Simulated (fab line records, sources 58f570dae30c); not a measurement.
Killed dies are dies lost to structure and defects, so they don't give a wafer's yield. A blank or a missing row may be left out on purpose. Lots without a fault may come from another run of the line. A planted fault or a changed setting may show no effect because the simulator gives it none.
fab line records | flow berkeley_cmos170
record lots=5 wafers=23
route steps=331 shown NWELL@15 PWELL@36 NVT@111 GATE@127 PLDD@148 NLDD@159
start_h: hours from the record's first day to the start of the lot's first wafer shown | wait_h: hours since the lot's step before | " the same as in the row above | L1.1+2: a row that stands for several wafers | - no value, or no start given | * or withheld: withheld | < > ~ a bound
route shown NAME@n: a module of which the file shows steps, and the number in the route of the first | usual: mean/standard deviation of fault-free wafers | same: alike in all rows | chamber/n: place in a boat | sites: the reading at each site | _std_site: their standard deviation | _edge_site: outer sites' mean less inner sites' | radius_mm: how far each site lies from the wafer's centre | mask NAME#n: copy n | behind: the tool/chamber that last shaped the wafer | hold: why the lot was held/for how many hours/how that ended | device: the transistor (n, p or np) that didn't switch | end of line: the same wafers' tests at the end of the route | a step without rows: its recipe alone | killed: dies lost to structure and defects at the first sort, not the wafer's yield | map: a wafer's dies, x killed, . not, _ none there
set.NAME: the setting as run; set.NAME@STEP: as run at that earlier step | model.NAME: the simulator's own value behind a step, which no gauge read
lots whose settings were changed on purpose; a table a step, a row a wafer
## steps
# step UCB170_NWELL_OXIDATION_01
# recipe temp_c=1000 ambient=O2 target_thk_a=264 ox_time_s=1260
# columns lot.wafer tool chamber start_h wait_h set.temp_c model.SiO2_of_NWELL_OXIDATION_01.thk_nm
L077.1 - - - 1.6 985.4 22.66
L077.2 " - " " 985.4 22.37
L077.3+6 " - " " 985.4 22.36
L077.5 " - " " 985.4 22.54
L079.1 - - - 1.7 1000 26.99
L079.3 " - " " 1000 27.36
L079.4 " - " " 1000 27.56
L079.5 " - " " 1000 26.96
L079.6 " - " " 1000 26.94
L081.1 - - - 2.1 974 19.65
L081.2 " - " " 974 20.51
L081.3 " - " " 974 19.62
L081.4 " - " " 974 20.29
L081.6 " - " " 974 19.77
L082.1 furnace-02 0 62.87 2.9 1000 25.86
L082.3 " 0 " " 1000 26.36
L082.6 " 0 " " 1000 26.34
L084.2 - - - 3.6 970.4 19.02
L084.3 " - " " 970.4 19.17
L084.4 " - " " 970.4 19.2
L084.5 " - " " 970.4 19.42
L084.6 " - " " 970.4 19.67
# step UCB170_NWELL_THK_MEAS_02
# recipe reads=SiO2_of_NWELL_OXIDATION_01
# usual NWELL_OXIDE_THK=26.5/0.49
# columns lot.wafer tool chamber start_h wait_h set.temp_c@NWELL_OXIDATION_01 NWELL_OXIDE_THK[nm]
L077.1 film_metro-03 - - - 985.4 22.7
L077.2 " - " " 985.4 22.4
L077.3 " - " " 985.4 22.4
L077.5 " - " " 985.4 22.5
L077.6 " - " " 985.4 22.4
L079.1 film_metro-01 - - - 1000 27.0
L079.3 " - " " 1000 27.4
L079.4 " - " " 1000 27.6
L079.5 " - " " 1000 27.0
L079.6 " - " " 1000 26.9
L081.1 film_metro-02 - - - 974 19.6
L081.2 " - " " 974 20.6
L081.3 " - " " 974 19.7
L081.4 " - " " 974 20.3
L081.6 " - " " 974 19.8
L082.1 film_metro-03 - 64.22 0.0 1000 25.9
L082.3 " - " " 1000 26.4
L082.6 " - " " 1000 26.3
L084.2 film_metro-01 - - - 970.4 19.0
L084.3 " - " " 970.4 19.2
L084.4 " - " " 970.4 19.2
L084.5 " - " " 970.4 19.4
L084.6 " - " " 970.4 19.7
# step UCB170_PWELL_OXIDATION_02
# recipe temp_c=1000 ambient=O2 target_thk_a=264 ox_time_s=1260
# columns lot.wafer tool chamber start_h wait_h set.ox_time_s model.SiO2_of_PWELL_OXIDATION_02.thk_nm
L077.1 - - - 3.2 1202 24.8
L077.2+5 " - " " 1202 25.04
L077.3 " - " " 1202 25.53
L077.6 " - " " 1202 25.23
L079.1 - - - 1.8 1333 26.9
L079.3+6 " - " " 1333 27.19
L079.4 " - " " 1333 27.27
L079.5 " - " " 1333 27.29
L081.1 - - - 1.8 1170 25.62
L081.2 " - " " 1170 25.47
L081.3 " - " " 1170 25.78
L081.4 " - " " 1170 25.29
L081.6 " - " " 1170 25.58
L082.1+6 furnace-01 0 82.77 1.6 1260 25.87
L082.3 " 0 " " 1260 26.11
L084.2 - - - 2.3 1260 26.47
L084.3 " - " " 1260 26.43
L084.4 " - " " 1260 26.46
L084.5 " - " " 1260 26.39
L084.6 " - " " 1260 26.18
# step UCB170_NVT_IMPLANT_07
# recipe species=BF2 dose_cm2=3e+12 energy_kev=50 tilt_deg=7
# columns lot.wafer tool chamber start_h wait_h set.dose_cm2
L077.1+2+3+5+6 implanter-04 0 129.53 0.0 3e+12
L079.1+5+6 implanter-03 0 137.37 0.0 3e+12
L079.3+4 " 0 " " 3.074e+12
L081.1+2+3+4+6 implanter-03 0 142.67 0.0 3e+12
L084.2+3 implanter-04 0 158.00 0.0 2.836e+12
L084.4+5+6 " 0 " " 3e+12
L082.1+3+6 implanter-01 0 158.25 0.0 3e+12
# step UCB170_NVT_STRIP_08
# recipe chemistry=O2 power_w=400 pressure_mtorr=3500 platen_temp_c=withheld o2_flow_sccm=400 overash_fraction=0.5
# step UCB170_NVT_TW_MEAS_09
# usual NVT_TW=525/4
# columns lot.wafer tool chamber start_h wait_h set.dose_cm2@NVT_IMPLANT_07 NVT_TW
L077.1 film_metro-03 - 129.78 0.1 3e+12 530
L077.2 " - " " 3e+12 529
L077.3 " - " " 3e+12 527
L077.5 " - " " 3e+12 527
L077.6 " - " " 3e+12 527
L079.1 film_metro-02 - 137.65 0.1 3e+12 527
L079.3 " - " " 3.074e+12 532
L079.4 " - " " 3.074e+12 531
L079.5 " - " " 3e+12 526
L079.6 " - " " 3e+12 524
L081.1 film_metro-01 - 142.92 0.1 3e+12 519
L081.2 " - " " 3e+12 520
L081.3 " - " " 3e+12 520
L081.4 " - " " 3e+12 519
L081.6 " - " " 3e+12 520
L084.2 film_metro-01 - 158.24 0.1 2.836e+12 512
L084.3 " - " " 2.836e+12 510
L084.4 " - " " 3e+12 520
L084.5 " - " " 3e+12 521
L084.6 " - " " 3e+12 521
L082.1 film_metro-03 - 158.50 0.1 3e+12 525
L082.3 " - " " 3e+12 520
L082.6 " - " " 3e+12 524
# step UCB170_GATE_OXIDATION_01
# recipe temp_c=850 ambient=O2 target_thk_a=66 ox_time_s=1800
# columns lot.wafer tool chamber start_h wait_h set.ox_time_s model.SiO2_of_GATE_OXIDATION_01.thk_nm
L077.1 - - - 3.1 2036 7.233
L077.2 " - " " 2036 7.184
L077.3 " - " " 2036 7.197
L077.5 " - " " 2036 7.113
L077.6 " - " " 2036 7.168
L079.1 - - - 2.6 1800 6.718
L079.3 " - " " 1800 6.596
L079.4 " - " " 1800 6.674
L079.5 " - " " 1800 6.639
L079.6 " - " " 1800 6.627
L081.1 - - - 1.9 1925 7.051
L081.2 " - " " 1925 7
L081.3 " - " " 1925 6.915
L081.4 " - " " 1925 7.022
L081.6 " - " " 1925 6.843
L082.1 furnace-02 0 167.04 4.8 1800 6.587
L082.3 " 0 " " 1800 6.646
L082.6 " 0 " " 1800 6.516
L084.2 - - - 5.3 1933 6.986
L084.3 " - " " 1933 6.877
L084.4 " - " " 1933 6.932
L084.5 " - " " 1933 6.919
L084.6 " - " " 1933 6.85
# step UCB170_GATE_THK_MEAS_02
# recipe reads=SiO2_of_GATE_OXIDATION_01
# usual GATE_OXIDE_THK=6.60/0.11
# columns lot.wafer tool chamber start_h wait_h set.ox_time_s@GATE_OXIDATION_01 GATE_OXIDE_THK[nm]
L077.1 film_metro-03 - - - 2036 7.23
L077.2 " - " " 2036 7.23
L077.3 " - " " 2036 7.21
L077.5 " - " " 2036 7.12
L077.6 " - " " 2036 7.16
L079.1 film_metro-01 - - - 1800 6.70
L079.3 " - " " 1800 6.60
L079.4 " - " " 1800 6.72
L079.5 " - " " 1800 6.66
L079.6 " - " " 1800 6.57
L081.1 film_metro-03 - - - 1925 7.06
L081.2 " - " " 1925 6.96
L081.3 " - " " 1925 6.93
L081.4 " - " " 1925 6.95
L081.6 " - " " 1925 6.82
L084.2 film_metro-01 - - - 1933 7.04
L084.3 " - " " 1933 6.91
L084.4 " - " " 1933 6.93
L084.5 " - " " 1933 6.91
L084.6 " - " " 1933 6.86
L082.1 film_metro-01 - 168.60 0.1 1800 6.60
L082.3 " - " " 1800 6.72
L082.6 " - " " 1800 6.54
# step UCB170_GATE_PEB_10
# recipe peb_temp_c=130 peb_time_s=withheld resist=KrF
# columns lot.wafer tool chamber start_h wait_h set.peb_temp_c
L077.1+2+5 litho_track-03 0 142.60 0.1 133.5
L077.3+6 " 0 " " 130
L079.1+4+5 litho_track-02 0 155.12 0.3 131.1
L079.3+6 " 0 " " 130
L081.1+2+6 litho_track-01 0 155.12 0.1 126.6
L081.3+4 " 0 " " 130
L084.2+4+5 litho_track-02 0 175.99 0.2 130
L084.3+6 " 0 " " 126.9
L082.1+3+6 litho_track-01 0 176.24 0.1 130
# step UCB170_GATE_DEVELOP_11
# recipe developer=TMAH develop_time_s=45 resist=KrF dev_temp_c=21
# step UCB170_GATE_CD_MEAS_12
# recipe target_cd_nm=350
# usual cd_nm=350.7/1.6
# columns lot.wafer tool chamber start_h wait_h set.peb_temp_c@GATE_PEB_10 cd_nm
L077.1 cd_sem-01 - 142.88 - 133.5 332.5
L077.2 " - " " 133.5 331.3
L077.3 " - " " 130 351.8
L077.5 " - " " 133.5 331.0
L077.6 " - " " 130 351.7
L079.1 cd_sem-02 - 155.39 - 131.1 343.4
L079.3 " - " " 130 349.9
L079.4 " - " " 131.1 344.0
L079.5 " - " " 131.1 342.7
L079.6 " - " " 130 349.9
L081.1 cd_sem-01 - 155.50 - 126.6 377.1
L081.2 " - " " 126.6 378.5
L081.3 " - " " 130 351.8
L081.4 " - " " 130 352.3
L081.6 " - " " 126.6 378.1
L084.2 cd_sem-02 - 176.26 - 130 349.8
L084.3 " - " " 126.9 372.4
L084.4 " - " " 130 350.8
L084.5 " - " " 130 349.2
L084.6 " - " " 126.9 373.1
L082.1 cd_sem-02 - 176.51 - 130 352.6
L082.3 " - " " 130 351.7
L082.6 " - " " 130 350.9
# step UCB170_GATE_ETCH_14
# recipe chemistry=N2/H2 target_depth_a=withheld overetch_a=withheld target=BARC time_s=withheld source_w=500 bias_w=100 pressure_mtorr=30 n2_flow_sccm=100 h2_flow_sccm=200
# step UCB170_GATE_ETCH_15
# recipe chemistry=HBr/Cl2 target=poly-Si stop_on=SiO2 over_etch_frac=0.3 icp_w=300 bias_w=150 time_s=56.3 pressure_mtorr=15 HBr_flow_sccm=150 Cl2_flow_sccm=50 target_depth_a=2782
# columns lot.wafer tool chamber start_h wait_h set.peb_temp_c@GATE_PEB_10 model.GATE.cd_nm
L077.1 rie_si-02 0 143.08 - 133.5 333.5
L077.2 " 3 " " 133.5 332.4
L077.3 " 2 " " 130 352.1
L077.5 " 0 " " 133.5 331.7
L077.6 " 3 " " 130 352.3
L079.1 rie_si-02 3 155.59 - 131.1 343.3
L079.3 " 1 " " 130 350.4
L079.4 " 0 " " 131.1 344.4
L079.5 " 1 " " 131.1 343.4
L079.6 " 0 " " 130 350.1
L081.1 rie_si-01 1 155.70 - 126.6 377.3
L081.2 " 3 " " 126.6 379.6
L081.3 " 2 " " 130 353.5
L081.4 " 3 " " 130 352.3
L081.6 " 1 " " 126.6 377.7
L084.2 rie_si-02 3 176.43 - 130 350.7
L084.3 " 0 " " 126.9 370.9
L084.4 " 1 " " 130 352
L084.5 " 1 " " 130 349.3
L084.6 " 2 " " 126.9 372.7
L082.1 rie_si-02 1 176.71 - 130 352.2
L082.3 " 3 " " 130 352.7
L082.6 " 0 " " 130 352.3
# step UCB170_GATE_STRIP_16
# recipe chemistry=O2 power_w=400 pressure_mtorr=3500 platen_temp_c=withheld o2_flow_sccm=400 overash_fraction=0.5
# step UCB170_GATE_CD_MEAS_90
# recipe target_cd_nm=350
# usual cd_nm=351.0/1.8
# columns lot.wafer tool chamber start_h wait_h set.peb_temp_c@GATE_PEB_10 cd_nm
L077.1 cd_sem-01 - 143.22 0.1 133.5 333.4
L077.2 " - " " 133.5 332.3
L077.3 " - " " 130 352.1
L077.5 " - " " 133.5 331.9
L077.6 " - " " 130 352.3
L079.1 cd_sem-01 - 155.74 0.1 131.1 343.6
L079.3 " - " " 130 349.8
L079.4 " - " " 131.1 344.3
L079.5 " - " " 131.1 343.4
L079.6 " - " " 130 350.2
L081.1 cd_sem-01 - 155.86 0.1 126.6 377.5
L081.2 " - " " 126.6 379.4
L081.3 " - " " 130 353.5
L081.4 " - " " 130 352.2
L081.6 " - " " 126.6 377.7
L084.2 cd_sem-02 - 176.65 0.1 130 350.9
L084.3 " - " " 126.9 371.0
L084.4 " - " " 130 351.6
L084.5 " - " " 130 349.4
L084.6 " - " " 126.9 372.6
L082.1 cd_sem-02 - 176.86 0.1 130 352.3
L082.3 " - " " 130 352.7
L082.6 " - " " 130 352.7
# step UCB170_PLDD_EXPOSE_03
# recipe mask_id=PSELECT na=0.5 sigma_outer=0.6 source_shape=conventional target_cd_nm=1200 dose_mj=30
# columns lot.wafer tool chamber start_h wait_h mask set.dose_mj
L077.1+2+3+5+6 krf_scanner-02 0 144.55 0.1 PSELECT#0 30
L079.1+3 krf_scanner-02 0 156.61 0.2 PSELECT#0 31.73
L079.4+5+6 " 0 " " PSELECT#0 30
L081.1+2+3+4+6 krf_scanner-02 0 157.22 0.1 PSELECT#0 30
L084.2+5 krf_scanner-01 0 177.98 0.3 PSELECT#0 28.65
L084.3+4+6 " 0 " " PSELECT#0 30
L082.1+3+6 krf_scanner-02 0 178.20 0.4 PSELECT#0 30
# step UCB170_PLDD_PEB_04
# recipe peb_temp_c=130 peb_time_s=withheld resist=KrF
# step UCB170_PLDD_DEVELOP_05
# recipe developer=TMAH develop_time_s=45 resist=KrF dev_temp_c=21
# step UCB170_PLDD_CD_MEAS_06
# recipe target_cd_nm=1200
# usual cd_nm=1200.3/1.3
# columns lot.wafer tool chamber start_h wait_h set.dose_mj@PLDD_EXPOSE_03 cd_nm
L077.1 cd_sem-01 - 144.94 - 30 1200.9
L077.2 " - " " 30 1199.8
L077.3 " - " " 30 1200.8
L077.5 " - " " 30 1201.8
L077.6 " - " " 30 1201.9
L079.1 cd_sem-01 - 157.49 - 31.73 1212.0
L079.3 " - " " 31.73 1212.6
L079.4 " - " " 30 1201.4
L079.5 " - " " 30 1200.7
L079.6 " - " " 30 1201.9
L081.1 cd_sem-02 - 158.39 - 30 1199.4
L081.2 " - " " 30 1198.9
L081.3 " - " " 30 1198.5
L081.4 " - " " 30 1201.7
L081.6 " - " " 30 1199.8
L084.2 cd_sem-01 - 178.74 - 28.65 1191.2
L084.3 " - " " 30 1200.1
L084.4 " - " " 30 1200.0
L084.5 " - " " 28.65 1192.7
L084.6 " - " " 30 1200.9
L082.1 cd_sem-02 - 178.78 - 30 1198.6
L082.3 " - " " 30 1200.4
L082.6 " - " " 30 1199.0
# step UCB170_NLDD_COAT_01
# recipe resist=KrF spin_rpm=1500 resist_thk_nm=900
# columns lot.wafer tool chamber start_h wait_h set.spin_rpm model.KrF_of_NLDD_COAT_01.thk_nm
L077.1 litho_track-04 0 145.88 0.1 1400 933.9
L077.2 " 0 " " 1500 905.7
L077.3 " 0 " " 1500 902.2
L077.5 " 0 " " 1500 903.1
L077.6 " 0 " " 1400 935.8
L079.1 litho_track-04 0 159.27 0.1 1595 874
L079.3+5 " 0 " " 1500 901.4
L079.4 " 0 " " 1500 904.3
L079.6 " 0 " " 1595 876.1
L081.1 litho_track-04 0 160.17 0.1 1426 924.9
L081.2 " 0 " " 1426 922.4
L081.3 " 0 " " 1500 902.9
L081.4 " 0 " " 1426 925.8
L081.6 " 0 " " 1500 901.7
L084.2 litho_track-04 0 179.68 0.1 1500 905.4
L084.3 " 0 " " 1500 905.8
L084.4+5 " 0 " " 1500 904.8
L084.6 " 0 " " 1500 904.9
L082.1 litho_track-03 0 179.87 0.1 1500 896.2
L082.3 " 0 " " 1500 897.4
L082.6 " 0 " " 1500 897.3
# step UCB170_NLDD_EXPOSE_03
# recipe mask_id=NSELECT na=0.5 sigma_outer=0.6 source_shape=conventional target_cd_nm=1200 dose_mj=30
# columns lot.wafer tool chamber start_h wait_h mask set.dose_mj
L077.1+2+3 krf_scanner-01 0 146.18 0.1 NSELECT#0 28.8
L077.5+6 " 0 " " NSELECT#0 30
L079.1+4+6 krf_scanner-01 0 159.69 0.2 NSELECT#0 30
L079.3+5 " 0 " " NSELECT#0 28.58
L081.1+6 krf_scanner-02 0 160.63 0.3 NSELECT#0 30
L081.2+3+4 " 0 " " NSELECT#0 31.18
L084.2+6 krf_scanner-02 0 180.10 0.2 NSELECT#0 31.64
L084.3+4+5 " 0 " " NSELECT#0 30
L082.1+3+6 krf_scanner-01 0 180.33 0.3 NSELECT#0 30
# step UCB170_NLDD_PEB_04
# recipe peb_temp_c=130 peb_time_s=withheld resist=KrF
# step UCB170_NLDD_DEVELOP_05
# recipe developer=TMAH develop_time_s=45 resist=KrF dev_temp_c=21
# step UCB170_NLDD_CD_MEAS_06
# recipe target_cd_nm=1200
# usual cd_nm=1199.6/1.6
# columns lot.wafer tool chamber start_h wait_h set.dose_mj@NLDD_EXPOSE_03 cd_nm
L077.1 cd_sem-01 - 146.57 - 28.8 1191.3
L077.2 " - " " 28.8 1189.2
L077.3 " - " " 28.8 1190.9
L077.5 " - " " 30 1199.5
L077.6 " - " " 30 1197.5
L079.1 cd_sem-01 - 160.94 - 30 1199.4
L079.3 " - " " 28.58 1190.0
L079.4 " - " " 30 1197.3
L079.5 " - " " 28.58 1188.4
L079.6 " - " " 30 1199.3
L081.1 cd_sem-02 - 161.94 - 30 1200.1
L081.2 " - " " 31.18 1206.6
L081.3 " - " " 31.18 1206.5
L081.4 " - " " 31.18 1205.6
L081.6 " - " " 30 1199.1
L084.2 cd_sem-01 - 180.90 - 31.64 1208.1
L084.3 " - " " 30 1199.1
L084.4 " - " " 30 1199.1
L084.5 " - " " 30 1198.2
L084.6 " - " " 31.64 1207.9
L082.1 cd_sem-02 - 180.96 - 30 1200.0
L082.3 " - " " 30 1203.4
L082.6 " - " " 30 1201.3
# step UCB170_NLDD_IMPLANT_08
# recipe species=As dose_cm2=5e+13 energy_kev=30 tilt_deg=7 rotation_deg=0
# step UCB170_NLDD_IMPLANT_09
# recipe species=As dose_cm2=5e+13 energy_kev=30 tilt_deg=7 rotation_deg=180
# step UCB170_NLDD_STRIP_10
# recipe chemistry=O2 power_w=400 pressure_mtorr=3500 platen_temp_c=withheld o2_flow_sccm=400 overash_fraction=0.5
# usual strip_time_to_endpoint_s=21.63/0.075
# columns lot.wafer tool chamber start_h wait_h set.spin_rpm@NLDD_COAT_01 strip_time_to_endpoint_s
L077.1 plasma_asher-02 1 147.03 0.1 1400 22.43
L077.2 " 0 " " 1500 21.77
L077.3 " 1 " " 1500 21.67
L077.5 " 1 " " 1500 21.70
L077.6 " 0 " " 1400 22.46
L079.1 plasma_asher-01 1 161.39 0.1 1595 21.01
L079.3 " 0 " " 1500 21.66
L079.4 " 1 " " 1500 21.73
L079.5 " 1 " " 1500 21.68
L079.6 " 0 " " 1595 21.04
L081.1 plasma_asher-01 0 162.39 0.1 1426 22.23
L081.2 " 1 " " 1426 22.16
L081.3 " 0 " " 1500 21.70
L081.4 " 1 " " 1426 22.23
L081.6 " 1 " " 1500 21.67
L084.2 plasma_asher-04 1 181.33 0.1 1500 21.75
L084.3 " 0 " " 1500 21.78
L084.4 " 1 " " 1500 21.75
L084.5 " 0 " " 1500 21.75
L084.6 " 1 " " 1500 21.74
L082.1 plasma_asher-02 1 181.42 0.1 1500 21.53
L082.3 " 1 " " 1500 21.56
L082.6 " 1 " " 1500 21.58
## key
split step=UCB170_NWELL_OXIDATION_01 setting=temp_c stated=1000 by=lot
response step=UCB170_NWELL_OXIDATION_01 reading=model.SiO2_of_NWELL_OXIDATION_01.thk_nm change=+2.57 per=1% r=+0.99
response step=UCB170_NWELL_THK_MEAS_02 reading=NWELL_OXIDE_THK change=+2.57 per=1% r=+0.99
split step=UCB170_PWELL_OXIDATION_02 setting=ox_time_s stated=1260 by=lot
response step=UCB170_PWELL_OXIDATION_02 reading=model.SiO2_of_PWELL_OXIDATION_02.thk_nm change=+0.146 per=1% r=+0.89
split step=UCB170_NVT_IMPLANT_07 setting=dose_cm2 stated=3e+12 by=wafer
response step=UCB170_NVT_TW_MEAS_09 reading=NVT_TW change=+1.85 per=1% r=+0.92
split step=UCB170_GATE_OXIDATION_01 setting=ox_time_s stated=1800 by=lot
response step=UCB170_GATE_OXIDATION_01 reading=model.SiO2_of_GATE_OXIDATION_01.thk_nm change=+0.0423 per=1% r=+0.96
response step=UCB170_GATE_THK_MEAS_02 reading=GATE_OXIDE_THK change=+0.042 per=1% r=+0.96
split step=UCB170_GATE_PEB_10 setting=peb_temp_c stated=130 by=wafer
response step=UCB170_GATE_CD_MEAS_12 reading=cd_nm change=-8.88 per=1% r=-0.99
response step=UCB170_GATE_ETCH_15 reading=model.GATE.cd_nm change=-8.55 per=1% r=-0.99
response step=UCB170_GATE_CD_MEAS_90 reading=cd_nm change=-8.54 per=1% r=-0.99
split step=UCB170_PLDD_EXPOSE_03 setting=dose_mj stated=30 by=wafer
response step=UCB170_PLDD_CD_MEAS_06 reading=cd_nm change=+1.88 per=1% r=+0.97
split step=UCB170_NLDD_COAT_01 setting=spin_rpm stated=1500 by=wafer
response step=UCB170_NLDD_COAT_01 reading=model.KrF_of_NLDD_COAT_01.thk_nm change=-4.5 per=1% r=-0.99
response step=UCB170_NLDD_STRIP_10 reading=strip_time_to_endpoint_s change=* per=1% r=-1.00
split step=UCB170_NLDD_EXPOSE_03 setting=dose_mj stated=30 by=wafer
response step=UCB170_NLDD_CD_MEAS_06 reading=cd_nm change=+1.83 per=1% r=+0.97
